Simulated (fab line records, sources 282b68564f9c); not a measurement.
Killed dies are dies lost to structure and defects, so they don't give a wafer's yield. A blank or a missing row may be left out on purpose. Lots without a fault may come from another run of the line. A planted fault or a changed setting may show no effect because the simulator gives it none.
A sampling plan put to the test | flow rit_cmos | one fab line, 32 faults that these records tell of, each judged on the records of the lots that it struck
The plan is the line's own looks: the steps of the route at which a gauge or an inspection reads the wafer and doesn't change it. A look can be judged if struck wafers have a number there and the file gives its usual mean and standard deviation on fault-free wafers. Caught: at a look after the fault's first step, the mean of the struck wafers lies 4 or more of those standard deviations (sigma) from the usual mean. On the tool: the same test on the tool's own readings at the fault's steps. Another recipe on the struck wafers, or a record that is blank for them alone, also counts as caught.

THE FAULTS, as the simulator had put them in
1. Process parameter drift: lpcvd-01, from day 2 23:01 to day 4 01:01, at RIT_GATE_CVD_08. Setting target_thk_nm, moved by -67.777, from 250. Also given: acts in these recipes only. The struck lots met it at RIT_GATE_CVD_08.
2. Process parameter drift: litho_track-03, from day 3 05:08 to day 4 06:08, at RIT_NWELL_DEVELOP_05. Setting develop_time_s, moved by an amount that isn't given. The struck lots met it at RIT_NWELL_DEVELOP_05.
3. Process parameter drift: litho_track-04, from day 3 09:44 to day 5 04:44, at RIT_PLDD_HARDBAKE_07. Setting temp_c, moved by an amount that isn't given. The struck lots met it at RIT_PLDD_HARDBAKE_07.
4. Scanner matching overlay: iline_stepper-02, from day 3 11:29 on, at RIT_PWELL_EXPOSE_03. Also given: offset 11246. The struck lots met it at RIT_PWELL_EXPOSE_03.
5. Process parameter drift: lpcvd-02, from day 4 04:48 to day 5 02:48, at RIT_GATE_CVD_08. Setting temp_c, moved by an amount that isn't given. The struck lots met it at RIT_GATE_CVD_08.
6. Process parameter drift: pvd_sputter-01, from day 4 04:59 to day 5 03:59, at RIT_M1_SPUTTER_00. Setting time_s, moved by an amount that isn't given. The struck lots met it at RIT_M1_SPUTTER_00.
7. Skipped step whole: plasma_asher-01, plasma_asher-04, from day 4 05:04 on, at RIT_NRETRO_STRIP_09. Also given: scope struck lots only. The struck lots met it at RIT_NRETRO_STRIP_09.
8. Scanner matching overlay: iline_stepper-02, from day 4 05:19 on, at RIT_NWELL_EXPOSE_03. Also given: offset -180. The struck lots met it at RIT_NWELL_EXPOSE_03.
9. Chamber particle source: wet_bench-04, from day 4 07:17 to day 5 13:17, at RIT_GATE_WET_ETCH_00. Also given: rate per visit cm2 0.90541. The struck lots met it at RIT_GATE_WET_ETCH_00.
10. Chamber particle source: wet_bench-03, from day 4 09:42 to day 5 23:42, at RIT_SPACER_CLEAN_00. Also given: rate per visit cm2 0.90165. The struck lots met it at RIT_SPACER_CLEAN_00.
11. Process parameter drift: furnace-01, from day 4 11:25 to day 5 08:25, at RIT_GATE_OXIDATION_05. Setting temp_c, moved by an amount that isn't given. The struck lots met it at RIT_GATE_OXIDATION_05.
12. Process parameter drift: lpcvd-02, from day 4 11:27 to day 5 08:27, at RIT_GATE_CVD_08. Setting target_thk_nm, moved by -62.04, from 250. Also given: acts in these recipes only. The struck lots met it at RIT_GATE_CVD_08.
13. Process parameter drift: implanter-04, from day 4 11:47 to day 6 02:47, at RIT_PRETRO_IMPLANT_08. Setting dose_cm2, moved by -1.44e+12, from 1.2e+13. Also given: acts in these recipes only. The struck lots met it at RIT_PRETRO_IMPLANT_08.
14. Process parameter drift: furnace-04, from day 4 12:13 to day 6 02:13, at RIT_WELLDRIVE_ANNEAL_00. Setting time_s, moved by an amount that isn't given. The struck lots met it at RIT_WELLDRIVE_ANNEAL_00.
15. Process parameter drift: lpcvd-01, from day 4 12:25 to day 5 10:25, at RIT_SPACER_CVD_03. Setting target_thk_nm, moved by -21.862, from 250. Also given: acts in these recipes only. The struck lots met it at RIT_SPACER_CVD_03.
16. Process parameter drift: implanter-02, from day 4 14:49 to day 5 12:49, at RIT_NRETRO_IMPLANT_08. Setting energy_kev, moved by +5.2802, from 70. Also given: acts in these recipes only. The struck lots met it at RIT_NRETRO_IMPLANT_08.
17. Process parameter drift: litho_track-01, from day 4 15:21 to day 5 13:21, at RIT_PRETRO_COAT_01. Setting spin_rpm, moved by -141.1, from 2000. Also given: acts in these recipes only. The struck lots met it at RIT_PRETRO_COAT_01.
18. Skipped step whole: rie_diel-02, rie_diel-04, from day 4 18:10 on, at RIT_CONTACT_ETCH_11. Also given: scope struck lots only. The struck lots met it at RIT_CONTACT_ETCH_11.
19. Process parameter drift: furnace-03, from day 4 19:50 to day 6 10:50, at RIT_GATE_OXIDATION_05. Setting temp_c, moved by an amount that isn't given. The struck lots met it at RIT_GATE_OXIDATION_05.
20. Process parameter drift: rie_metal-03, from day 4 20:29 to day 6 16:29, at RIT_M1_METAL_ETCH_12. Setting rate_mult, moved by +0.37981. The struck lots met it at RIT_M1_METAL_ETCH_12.
21. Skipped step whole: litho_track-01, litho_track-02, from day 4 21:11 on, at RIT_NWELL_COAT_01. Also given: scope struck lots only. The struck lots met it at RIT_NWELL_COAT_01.
22. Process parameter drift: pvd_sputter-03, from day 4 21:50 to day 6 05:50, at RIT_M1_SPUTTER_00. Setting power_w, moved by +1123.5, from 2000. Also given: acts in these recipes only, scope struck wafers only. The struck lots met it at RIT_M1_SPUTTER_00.
23. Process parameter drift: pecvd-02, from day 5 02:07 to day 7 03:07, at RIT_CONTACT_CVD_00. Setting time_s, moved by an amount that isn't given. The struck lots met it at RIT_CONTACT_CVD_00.
24. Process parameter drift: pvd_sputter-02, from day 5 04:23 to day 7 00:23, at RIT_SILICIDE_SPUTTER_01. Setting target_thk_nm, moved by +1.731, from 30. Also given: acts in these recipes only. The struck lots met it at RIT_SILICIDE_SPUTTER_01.
25. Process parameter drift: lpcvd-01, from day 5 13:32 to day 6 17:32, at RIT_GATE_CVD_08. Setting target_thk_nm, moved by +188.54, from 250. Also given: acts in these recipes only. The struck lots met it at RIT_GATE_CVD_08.
26. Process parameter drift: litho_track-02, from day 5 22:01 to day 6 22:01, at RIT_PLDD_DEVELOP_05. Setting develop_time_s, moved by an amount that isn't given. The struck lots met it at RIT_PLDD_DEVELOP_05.
27. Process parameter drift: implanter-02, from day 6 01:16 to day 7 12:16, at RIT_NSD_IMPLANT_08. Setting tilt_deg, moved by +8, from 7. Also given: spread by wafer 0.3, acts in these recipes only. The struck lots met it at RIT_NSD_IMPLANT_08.
28. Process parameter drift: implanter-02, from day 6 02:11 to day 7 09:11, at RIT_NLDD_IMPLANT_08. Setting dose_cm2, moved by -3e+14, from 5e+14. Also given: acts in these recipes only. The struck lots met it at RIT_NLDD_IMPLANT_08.
29. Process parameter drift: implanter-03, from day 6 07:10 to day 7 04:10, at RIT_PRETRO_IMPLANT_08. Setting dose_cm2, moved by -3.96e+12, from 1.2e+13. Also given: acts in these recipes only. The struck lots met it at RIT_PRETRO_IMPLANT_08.
30. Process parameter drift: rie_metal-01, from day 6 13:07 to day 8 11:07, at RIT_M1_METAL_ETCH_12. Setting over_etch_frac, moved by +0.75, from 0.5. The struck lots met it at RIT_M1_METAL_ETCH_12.
31. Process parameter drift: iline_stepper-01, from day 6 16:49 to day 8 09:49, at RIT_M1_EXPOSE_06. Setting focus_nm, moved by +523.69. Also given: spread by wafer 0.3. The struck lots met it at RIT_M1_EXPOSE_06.
32. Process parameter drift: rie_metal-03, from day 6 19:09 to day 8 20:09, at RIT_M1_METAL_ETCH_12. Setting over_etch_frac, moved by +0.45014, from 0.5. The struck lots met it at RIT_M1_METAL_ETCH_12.

WHAT THE PLAN SAW
fault | on the tool itself                               | first look that catches it                      | reading, sigma                                               | median hours from its first step to that look | hours from the fault's start to the first struck lot there | judged looks passed uncaught
1     | no reading that can be judged                    | RIT_GATE_THK_MEAS_09                            | GATE_POLY_THK -31                                            | 1.6                                           | 4                                                          | 0
2     | no reading that can be judged                    | RIT_NWELL_TW_MEAS_10                            | NWELL_TW -4.4                                                | 1.3                                           | 3                                                          | 0
3     | heater_power_total_W -47 sigma                   | no look after it can be judged                  | -                                                            | -                                             | -                                                          | 0
4     | no reading that can be judged                    | no look after it can be judged                  | -                                                            | -                                             | -                                                          | 0
5     | susceptor_temp_C +53 sigma                       | RIT_GATE_THK_MEAS_09                            | GATE_POLY_THK +46                                            | 1.6                                           | 4                                                          | 0
6     | under 2 sigma                                    | RIT_M1_RS_MEAS_01                               | M1_AL_RS -23                                                 | 0.3                                           | 5                                                          | 0
7     | the tool's record is blank for the struck wafers | RIT_PRETRO_TW_MEAS_10                           | PRETRO_TW -99 or beyond                                      | 1.8                                           | 4                                                          | 0
8     | no reading that can be judged                    | RIT_NWELL_OVL_MEAS_06                           | NWELL_OVL -99 or beyond                                      | 0.4                                           | 8                                                          | 0
9     | no reading that can be judged                    | no look after it can be judged                  | -                                                            | -                                             | -                                                          | 0
10    | no reading that can be judged                    | none of the 2 looks that can be judged after it | -                                                            | -                                             | -                                                          | 2
11    | tube_center_temp_C +99 or beyond sigma           | RIT_GATE_THK_MEAS_07                            | GATE_OXIDE_THK +7.9                                          | 3.0                                           | 13                                                         | 0
12    | under 2 sigma                                    | RIT_GATE_THK_MEAS_09                            | GATE_POLY_THK -28                                            | 1.6                                           | 6                                                          | 0
13    | dose_ions_cm2 -99 or beyond sigma                | RIT_PRETRO_TW_MEAS_10                           | PRETRO_TW -6.5                                               | 0.3                                           | 8                                                          | 0
14    | run_length_s -99 or beyond sigma                 | RIT_WELLDRIVE_RS_MEAS_01                        | NWELL_RS +60                                                 | 5.1                                           | 21                                                         | 0
15    | under 2 sigma                                    | RIT_SPACER_THK_MEAS_04                          | SPACER_NITRIDE_THK -8.4                                      | 2.9                                           | 8                                                          | 0
16    | beam_energy_keV +99 or beyond sigma              | no look after it can be judged                  | -                                                            | -                                             | -                                                          | 0
17    | spin_speed_rpm -99 or beyond sigma               | not the one look that can be judged after it    | -                                                            | -                                             | -                                                          | 1
18    | the tool's record is blank for the struck wafers | no look after it can be judged                  | -                                                            | -                                             | -                                                          | 0
19    | tube_center_temp_C -57 sigma                     | not the one look that can be judged after it    | strongest: GATE_OXIDE_THK at RIT_GATE_THK_MEAS_07, -3.4      | -                                             | -                                                          | 1
20    | under 2 sigma                                    | RIT_M1_CD_MEAS_90                               | cd_nm -4.4                                                   | 0.5                                           | 25                                                         | 0
21    | the tool's record is blank for the struck wafers | RIT_PWELL_TW_MEAS_10                            | PWELL_TW +99 or beyond                                       | 3.1                                           | 7                                                          | 0
22    | cathode_dc_power_W +99 or beyond sigma           | RIT_M1_RS_MEAS_01                               | M1_AL_RS -40                                                 | 0.3                                           | 14                                                         | 0
23    | under 2 sigma                                    | not the one look that can be judged after it    | strongest: CONTACT_TEOS_THK at RIT_CONTACT_THK_MEAS_01, -3.1 | -                                             | -                                                          | 1
24    | under 2 sigma                                    | RIT_SILICIDE_RS_MEAS_02                         | SILICIDE_TI_RS -4.6                                          | 0.2                                           | 4                                                          | 0
25    | no reading that can be judged                    | RIT_GATE_THK_MEAS_09                            | GATE_POLY_THK +85                                            | 1.6                                           | 7                                                          | 0
26    | no reading that can be judged                    | RIT_PLDD_TW_MEAS_10                             | PLDD_TW -99 or beyond                                        | 1.0                                           | 7                                                          | 0
27    | under 2 sigma                                    | no look after it can be judged                  | -                                                            | -                                             | -                                                          | 0
28    | dose_ions_cm2 -99 or beyond sigma                | RIT_NLDD_TW_MEAS_10                             | NLDD_TW -30                                                  | 0.3                                           | 9                                                          | 0
29    | dose_ions_cm2 -99 or beyond sigma                | RIT_PRETRO_TW_MEAS_10                           | PRETRO_TW -21                                                | 0.3                                           | 6                                                          | 0
30    | oes_product_au -9.8 sigma                        | RIT_M1_CD_MEAS_90                               | cd_nm -4.5                                                   | 0.5                                           | 7                                                          | 0
31    | exposure_dose_mJ_cm2 -8.2 sigma                  | RIT_M1_CD_MEAS_09                               | cd_nm -4.8                                                   | 0.4                                           | 14                                                         | 0
32    | oes_product_au -7.3 sigma                        | not the one look that can be judged after it    | strongest: cd_nm at RIT_M1_CD_MEAS_90, -3.1                  | -                                             | -                                                          | 1
A dash: the fault isn't caught, or these records don't give the number.

Caught at a look: 21 of 32. Caught on the tool: 17 of 32. By one or the other: 27 of 32.
Caught on the tool alone: faults 3, 16, 17, 18, 19, 32.
Caught at a look alone: faults 1, 2, 6, 8, 12, 15, 20, 24, 25, 26.
Caught by neither: faults 4, 9, 10, 23, 27.

THINNER SAMPLING
If the look that catches a fault measured only every second or every third lot, by lot number, the first struck lot would be measured this late in the worst case:
fault | struck lots at that look, in order of time | every lot | every second lot | every third lot
1     | L408, L411                                 | 4 h       | 18 h             | may miss all 2
2     | L902, L903                                 | 3 h       | 8 h              | may miss all 2
5     | L713, L715, L716                           | 4 h       | 21 h             | may miss all 3
6     | L215, L217                                 | 5 h       | may miss all 2   | may miss all 2
7     | L872, L873                                 | 4 h       | 9 h              | may miss all 2
8     | L986, L988, L992                           | 8 h       | may miss all 3   | may miss all 3
11    | L242, L243                                 | 13 h      | 19 h             | may miss all 2
12    | L790, L791, L792                           | 6 h       | 14 h             | 21 h
13    | L152, L156                                 | 8 h       | may miss all 2   | may miss all 2
14    | L161, L163                                 | 21 h      | may miss all 2   | may miss all 2
15    | L981, L982                                 | 8 h       | 13 h             | may miss all 2
20    | L879                                       | 25 h      | may miss it      | may miss it
21    | L883, L884                                 | 7 h       | 12 h             | may miss all 2
22    | L596                                       | 14 h      | may miss it      | may miss it
24    | L741, L743                                 | 4 h       | may miss all 2   | may miss all 2
25    | L979, L981                                 | 7 h       | may miss all 2   | may miss all 2
26    | L790, L791                                 | 7 h       | 10 h             | may miss all 2
28    | L743, L745                                 | 9 h       | may miss all 2   | may miss all 2
29    | L318, L320                                 | 6 h       | may miss all 2   | may miss all 2
30    | L428, L430                                 | 7 h       | may miss all 2   | may miss all 2
31    | L220                                       | 14 h      | may miss it      | may miss it
Hours are from the fault's start to the first struck lot that is measured. The limit of 4 sigma was tested on all struck wafers together, so one lot alone may lie under it. Other struck lots may not be in these records.

THE LONGEST TIMED WAY FROM STEP TO LOOK
Fault 14: a median of 5.1 hours passes between RIT_WELLDRIVE_ANNEAL_00 and RIT_WELLDRIVE_RS_MEAS_01. No look between them can be judged.
